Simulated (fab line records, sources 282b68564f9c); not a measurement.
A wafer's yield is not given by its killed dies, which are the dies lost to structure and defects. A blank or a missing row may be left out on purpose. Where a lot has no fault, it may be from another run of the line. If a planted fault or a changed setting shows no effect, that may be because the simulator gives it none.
fab line records	flow rit-cmos
[record] lots = 5	wafers = 15	last-day = 7
route steps=202 shown PLDD@116 SPACER@125 M1@202
lots untouched by any fault: they come from a run of this same line in which no faults occurred
start-h: start of the lot's first displayed wafer, in hours after the record's first day	wait-h: hours from the lot's prior step to this one	" as in the row above	L1.1+2: several wafers, shown together as one row	- no value present, or no start provided	* or withheld: withheld	< > ~ a bound
route shown NAME@n: a module of which the file shows steps, and the number in the route of the first	usual: mean/standard deviation of fault-free wafers	same: alike in all rows	chamber/n: place in a boat	sites: each site's reading	_std_site: standard deviation across them	_edge_site: mean of outer sites minus mean of inner sites	radius-mm: for every site, how far away it sits from the centre of the wafer	mask NAME#n: copy n	behind: the tool/chamber that last shaped the wafer	hold: why the lot was held/for how many hours/how that ended	device: the transistor (n, p or np) that didn't switch	end of line: the route-end tests of the same wafers	a step with no rows: only its recipe	killed: count of dies lost to structure and defects at first sort (not the wafer's yield)	map: dies across one wafer; x = killed, . = not, _ = none there
set.NAME: the setting that was run; set.NAME@STEP: the one run at that earlier step	model.NAME: the simulator's own value behind a step, which no gauge read
certain route steps with their lots: each step a table, each wafer a row
services: from which hour (start-h, from the record's first day; less than 0 if before it) a tool's chamber was out of use, for how many hours, and why
[[steps]]
[step RIT_PLDD_SOFTBAKE_02]
[recipe] resist = NOVOLAK	temp-c = 90	time-s = 60
[step RIT_PLDD_EXPOSE_03]
[recipe] mask-id = M8	na = 0.57	target-cd-nm = 40900	dose-mj = 250
[step RIT_PLDD_PEB_04]
[recipe] resist = NOVOLAK	temp-c = withheld	time-s = withheld
[step RIT_PLDD_DEVELOP_05]
[recipe] resist = NOVOLAK	develop-time-s = 48.45	dev-temp-c = 23
[step RIT_PLDD_OVL_MEAS_06]
[usual] PLDD_OVL = 0.0/1.4
lot.wafer	tool	chamber	start-h	wait-h	PLDD_OVL[nm]
L100.1	overlay-02	-	88.81	-	1.2
L100.3	"	-	"	"	2.0
L100.4	"	-	"	"	1.8
L101.2	overlay-02	-	97.30	-	-0.2
L101.4	"	-	"	"	0.2
L101.6	"	-	"	"	1.3
L108.3	overlay-02	-	130.49	-	3.0
L108.4	"	-	"	"	1.0
L108.6	"	-	"	"	0.4
L110.3	overlay-01	-	141.76	-	-0.9
L110.5	"	-	"	"	-1.0
L110.6	"	-	"	"	0.7
L111.2	overlay-01	-	146.88	-	-1.5
L111.4	"	-	"	"	1.4
L111.6	"	-	"	"	-1.3
[step RIT_PLDD_HARDBAKE_07]
[recipe] resist = NOVOLAK	temp-c = 140	time-s = 60
[step RIT_PLDD_IMPLANT_08]
[recipe] species = BF2	energy-kev = 20	dose-cm2 = 9e+14	tilt-deg = 7
[step RIT_PLDD_STRIP_09]
[recipe] chemistry = O2	time-s = 180	resist = NOVOLAK	platen-temp-c = withheld	power-w = 500	pressure-mtorr = 4000	o2-flow-sccm = 4000
[usual] drypump-motor-current-A = 5.5/0.52
lot.wafer	tool	chamber	start-h	wait-h	drypump-motor-current-A	rf-hours-counter-h
L100.1	plasma-asher-04	0	89.15	0.1	4.8	45
L100.3	"	1	"	"	5.4	-
L100.4	"	0	"	"	4.8	-
L101.2	plasma-asher-04	1	97.63	0.1	5.4	46
L101.4	"	1	"	"	5.4	-
L101.6	"	1	"	"	5.4	-
L108.3	plasma-asher-02	0	130.91	0.1	5.9	-
L108.4	"	1	"	"	4.9	-
L108.6	"	1	"	"	4.9	-
L110.3	plasma-asher-04	1	142.14	0.1	5.4	-
L110.5	"	1	"	"	5.4	-
L110.6	"	0	"	"	4.8	-
L111.2	plasma-asher-03	0	147.21	0.1	5.9	37
L111.4	"	0	"	"	5.9	-
L111.6	"	0	"	"	5.9	-
[step RIT_PLDD_TW_MEAS_10]
[usual] PLDD_TW = 2366/27
lot.wafer	tool	chamber	start-h	wait-h	PLDD_TW
L100.1	film-metro-02	-	89.33	0.1	2339
L100.3	"	-	"	"	2351
L100.4	"	-	"	"	2341
L101.2	film-metro-04	-	97.82	0.1	2408
L101.4	"	-	"	"	2405
L101.6	"	-	"	"	2398
L108.3	film-metro-02	-	131.05	0.1	2335
L108.4	"	-	"	"	2341
L108.6	"	-	"	"	2352
L110.3	film-metro-02	-	142.28	0.1	2350
L110.5	"	-	"	"	2342
L110.6	"	-	"	"	2334
L111.2	film-metro-01	-	147.39	0.1	2370
L111.4	"	-	"	"	2378
L111.6	"	-	"	"	2369
[step RIT_SPACER_CLEAN_00]
[recipe] chemistry = SC1	mix = 3:3:50	time-s = 600	temp-c = 75
[step RIT_SPACER_CLEAN_01]
[recipe] chemistry = dHF	dilution = 50:1	time-s = 30
[step RIT_SPACER_CLEAN_02]
[recipe] chemistry = SC2	mix = 3:3:50	time-s = 600	temp-c = 75	dry = n2-spin
[step RIT_SPACER_CVD_03]
[recipe] material = Si3N4	target-thk-nm = 250	temp-c = 810	precursor = SiH2Cl2/NH3	time-s = 3300	pressure-mtorr = 300	sih2cl2-flow-sccm = 60	nh3-flow-sccm = 150
[usual] sih2cl2-flow-sccm = 59.99/0.19	spike-tc-centre-C = 811.6/1.5	spike-tc-load-C = 833/3.9	spike-tc-source-C = 834/3	susceptor-temp-C = 809.9/0.38
lot.wafer	tool	chamber	start-h	wait-h	sih2cl2-flow-sccm	spike-tc-centre-C	spike-tc-load-C	spike-tc-source-C	susceptor-temp-C	model.Si3N4_of_SPACER_CVD_03.thk-nm
L100.1	lpcvd-02	1	89.75	0.0	59.89	810.6	835	830	809.7	252.7
L100.3	"	1	"	"	60.12	810.9	837	830	810.0	249.8
L100.4	"	1	"	"	60.06	810.8	835	830	810.0	249.3
L101.2	lpcvd-01	1	98.89	0.6	59.77	831.4	857	858	809.3	353.1
L101.4	"	1	"	"	59.78	832.2	856	857	809.4	352.3
L101.6	"	1	"	"	59.96	832.6	858	856	809.9	353.1
L108.3	lpcvd-02	1	131.46	0.0	59.94	811.0	836	829	809.8	251.6
L108.4	"	1	"	"	60.13	811.2	836	829	809.4	250.4
L108.6	"	1	"	"	60.03	810.2	835	832	809.7	250.8
L110.3	lpcvd-01	0	142.69	0.0	59.66	812.5	833	835	809.0	252.2
L110.5	"	0	"	"	59.76	810.9	835	835	809.5	253.1
L110.6	"	0	"	"	59.71	810.8	832	835	809.4	254.8
L111.2	lpcvd-02	1	147.81	0.0	60.08	810.9	835	830	809.6	250.8
L111.4	"	1	"	"	60.16	809.7	835	831	809.3	249.4
L111.6	"	1	"	"	59.76	811.0	836	831	809.9	249.8
[step RIT_SPACER_THK_MEAS_04]
[recipe] reads = Si3N4_of_SPACER_CVD_03
[usual] SPACER_NITRIDE_THK = 250.9/2.1
lot.wafer	tool	chamber	start-h	wait-h	SPACER_NITRIDE_THK[nm]
L100.1	film-metro-01	-	91.67	0.0	252.7
L100.3	"	-	"	"	250.0
L100.4	"	-	"	"	249.4
L101.2	film-metro-04	-	100.81	0.0	353.0
L101.4	"	-	"	"	352.2
L101.6	"	-	"	"	353.2
L108.3	film-metro-03	-	133.39	0.0	251.7
L108.4	"	-	"	"	250.5
L108.6	"	-	"	"	251.0
L110.3	film-metro-03	-	144.62	0.0	252.1
L110.5	"	-	"	"	253.1
L110.6	"	-	"	"	254.8
L111.2	film-metro-01	-	149.73	0.0	250.9
L111.4	"	-	"	"	249.5
L111.6	"	-	"	"	250.0
[step RIT_SPACER_ETCHBACK_05]
[recipe] target-depth-a = 2500	SF6_flow_sccm = 30	CHF3_flow_sccm = 30	target = Si3N4	chemistry = SF6/CHF3	pressure-mtorr = 40	rf-w = 250	time-s = 240	stop-on = SiO2
[usual] drypump-motor-current-A = 5.6/0.57	oes-product-au = 0.847/0.016	throttle-valve-pct = 10.27/0.16
lot.wafer	tool	chamber	start-h	wait-h	drypump-motor-current-A	oes-product-au	rf-hours-counter-h	throttle-valve-pct	model.Si3N4_of_SPACER_CVD_03.thk-nm	model.etch.depth-nm
L100.1	rie-diel-02	2	91.73	0.1	5.1	0.827	66	10.36	196.5	252.7
L100.3	"	0	"	"	5.0	0.848	6	10.06	196.5	249.8
L100.4	"	1	"	"	5.9	0.868	114	10.15	194.8	249.3
L101.2	rie-diel-04	2	100.86	0.0	5.2	0.986	34	10.24	275.9	316.1
L101.4	"	3	"	"	4.6	1.037	46	10.52	275.6	314.9
L101.6	"	2	"	"	5.2	0.978	-	10.25	277	311.4
L108.3	rie-diel-02	1	133.43	0.0	5.9	0.864	115	10.17	197.1	251.6
L108.4	"	3	"	"	6.5	0.820	94	10.30	198.2	250.4
L108.6	"	0	"	"	5.0	0.851	-	10.07	197.4	250.8
L110.3	rie-diel-04	0	144.66	0.0	5.7	0.868	4	10.53	197.5	252.2
L110.5	"	3	"	"	4.7	0.867	-	10.45	198.5	253.1
L110.6	"	2	"	"	5.2	0.837	-	10.20	199.7	254.8
L111.2	rie-diel-04	1	149.78	0.0	6.4	0.832	150	10.40	195.3	250.8
L111.4	"	2	"	"	5.2	0.828	35	10.19	195.3	249.4
L111.6	"	1	"	"	6.4	0.820	-	10.39	194.7	249.8
[step RIT_M1_PROBE_99]
[usual] killed-at-contacts = 0.1/0.31	killed-at-front-end = 7/3.2	killed-dies = 7/3.2	killed-on-rim = 1.9/1.4	killed-open = 3.6/1.9	killed-short = 3.6/2
[same] gross-dies = 264	killed_at_M0_to_M3 = 0	killed_at_M4_up = 0	killed-at-back-side = 0	killed-at-other = 0
lot.wafer	tool	chamber	start-h	wait-h	killed-at-contacts	killed-at-front-end	killed-dies	killed-on-rim	killed-open	killed-short
L100.4	prober-02	-	102.92	0.2	0	12	12	2	7	5
L101.2	prober-02	-	111.83	0.1	0	264	264	70	5	3
L101.4	prober-02	-	111.93	0.2	0	264	264	70	5	0
L101.6	prober-02	-	112.03	0.2	0	264	264	70	5	6
L110.3	prober-01	-	155.56	0.2	0	15	15	6	6	9
L110.5	prober-01	-	155.66	0.2	0	15	15	8	10	4
L110.6	prober-01	-	155.71	0.2	0	15	15	3	4	8
// killed by level:class
L100.4 FOX1:geometric-particle:open=3 FOX1:geometric-particle:short=3 GATE:geometric-particle:open=2 GATE:geometric-particle:short=1 SPACER:geometric-particle:open=1 SILICIDE:geometric-particle:open=1 SILICIDE:geometric-particle:short=1
L101.2 SPACER:area-etchback=256 GATE:geometric-particle:short=3 FOX1:geometric-particle:open=1 GATE:geometric-particle:open=1 REOX:geometric-particle:open=1 SPACER:geometric-particle:open=1 SILICIDE:geometric-particle:open=1
L101.4 SPACER:area-etchback=259 SPACER:geometric-particle:open=3 ACTIVE:geometric-particle:open=1 REOX:geometric-particle:open=1
L101.6 SPACER:area-etchback=253 GATE:geometric-particle:short=3 GATE:geometric-particle:open=2 REOX:geometric-particle:open=2 REOX:geometric-particle:short=1 SPACER:geometric-particle:open=1 SPACER:geometric-particle:short=1 SILICIDE:geometric-particle:short=1
L110.3 GATE:geometric-particle:short=5 FOX2:geometric-particle:short=3 GATE:geometric-particle:open=3 FOX1:geometric-particle:open=1 FOX1:geometric-particle:short=1 FOX2:geometric-particle:open=1 SILICIDE:geometric-particle:open=1
L110.5 FOX2:geometric-particle:open=4 GATE:geometric-particle:open=4 FOX2:geometric-particle:short=2 GATE:geometric-particle:short=2 SPACER:geometric-particle:open=2 PLDD:coat-microbubble-printed=1
L110.6 GATE:geometric-particle:short=3 SILICIDE:geometric-particle:short=3 PLDD:coat-microbubble-printed=3 SPACER:geometric-particle:open=2 FOX1:geometric-particle:open=1 FOX2:geometric-particle:short=1 GATE:geometric-particle:open=1 SPACER:geometric-particle:short=1
// map L101.2 (x killed, . not)
________xxxxxxx_______
_____xxxxxxxxxxxxx____
____xxxxxxxxxxxxxxx___
___xxxxxxxxxxxxxxxxx__
__xxxxxxxxxxxxxxxxxxx_
__xxxxxxxxxxxxxxxxxxx_
_xxxxxxxxxxxxxxxxxxxxx
_xxxxxxxxxxxxxxxxxxxxx
_xxxxxxxxxxxxxxxxxxxxx
_xxxxxxxxxxxxxxxxxxxxx
__xxxxxxxxxxxxxxxxxxx_
__xxxxxxxxxxxxxxxxxxx_
___xxxxxxxxxxxxxxxxx__
____xxxxxxxxxxxxxxx___
_____xxxxxxxxxxxxx____
________xxxxxxx_______
// map L110.3 (x killed, . not)
________......._______
_____.............____
____...............___
___.......x.........__
__..................._
__x....x............._
_.....................
_.....................
_...................x.
_.....xx.....x........
__..................._
__...........x......._
___..x..............__
____.xx............___
_____x..........x.____
________xx....._______
[[services]]
tool	chamber	start-h	hours	kind
rie-diel-04	3	81.63	2.6	repair
plasma-asher-04	-	93.70	0.7	repair
plasma-asher-04	-	108.75	9.0	pm
plasma-asher-04	0	108.75	9.0	vent-cycle
plasma-asher-04	1	108.75	9.0	vent-cycle
plasma-asher-04	-	117.75	2.8	pm
plasma-asher-04	0	117.75	-	clean
plasma-asher-04	1	117.75	-	clean
rie-diel-02	1	120.62	6.7	repair
[[key]]
[first-sign] step = RIT_SPACER_CVD_03	reading = spike-tc-centre-C	direction = up	sigmas = 14	usual = 811.6	struck = 832.1
[effect] step = RIT_SPACER_CVD_03	reading = spike-tc-source-C	direction = up	sigmas = 7.5	usual = 834	struck = 857
[effect] step = RIT_SPACER_THK_MEAS_04	reading = SPACER_NITRIDE_THK	direction = up	sigmas = 49	usual = 250.9	struck = 352.8
[effect] step = RIT_SPACER_ETCHBACK_05	reading = oes-product-au	direction = up	sigmas = 9.4	usual = 0.847	struck = 1.000
[effect] step = RIT_M1_PROBE_99	reading = killed-dies	direction = up	sigmas = 81	usual = 7	struck = 264
[model-effect] step = RIT_SPACER_CVD_03	value = Si3N4_of_SPACER_CVD_03.thk-nm	without = 248.2	struck = 352.8
[model-effect] step = RIT_SPACER_ETCHBACK_05	value = Si3N4_of_SPACER_CVD_03.thk-nm	without = 194.3	struck = 276.2
[more-kills-born-at] RIT_SPACER_ETCHBACK_05@rie-diel-04 = 768
met-at RIT_SPACER_CVD_03
struck-wafers L101.2,L101.4,L101.6
later-rows-left-out L101.2,L101.4,L101.6
tester-left-out L101
[fault] kind = process-parameter-drift	tool = lpcvd-01	chamber = 1	onset-h = 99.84	steps = RIT_SPACER_CVD_03	channel = temp-c	offset = *	shape = step	end-h = 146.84	acts-in = *	stated = *
// tester-left-out: of these lots the tester's yield and bins aren't shown, on N5 and GAA mostly nor the transistor test; their killed dies are dies lost to structure and defects alone, not to doping, threshold or leakage, so they don't give the yield
// later-rows-left-out: the simulator's readings of these wafers behind a module that went badly wrong aren't trusted and aren't shown, but for the sort
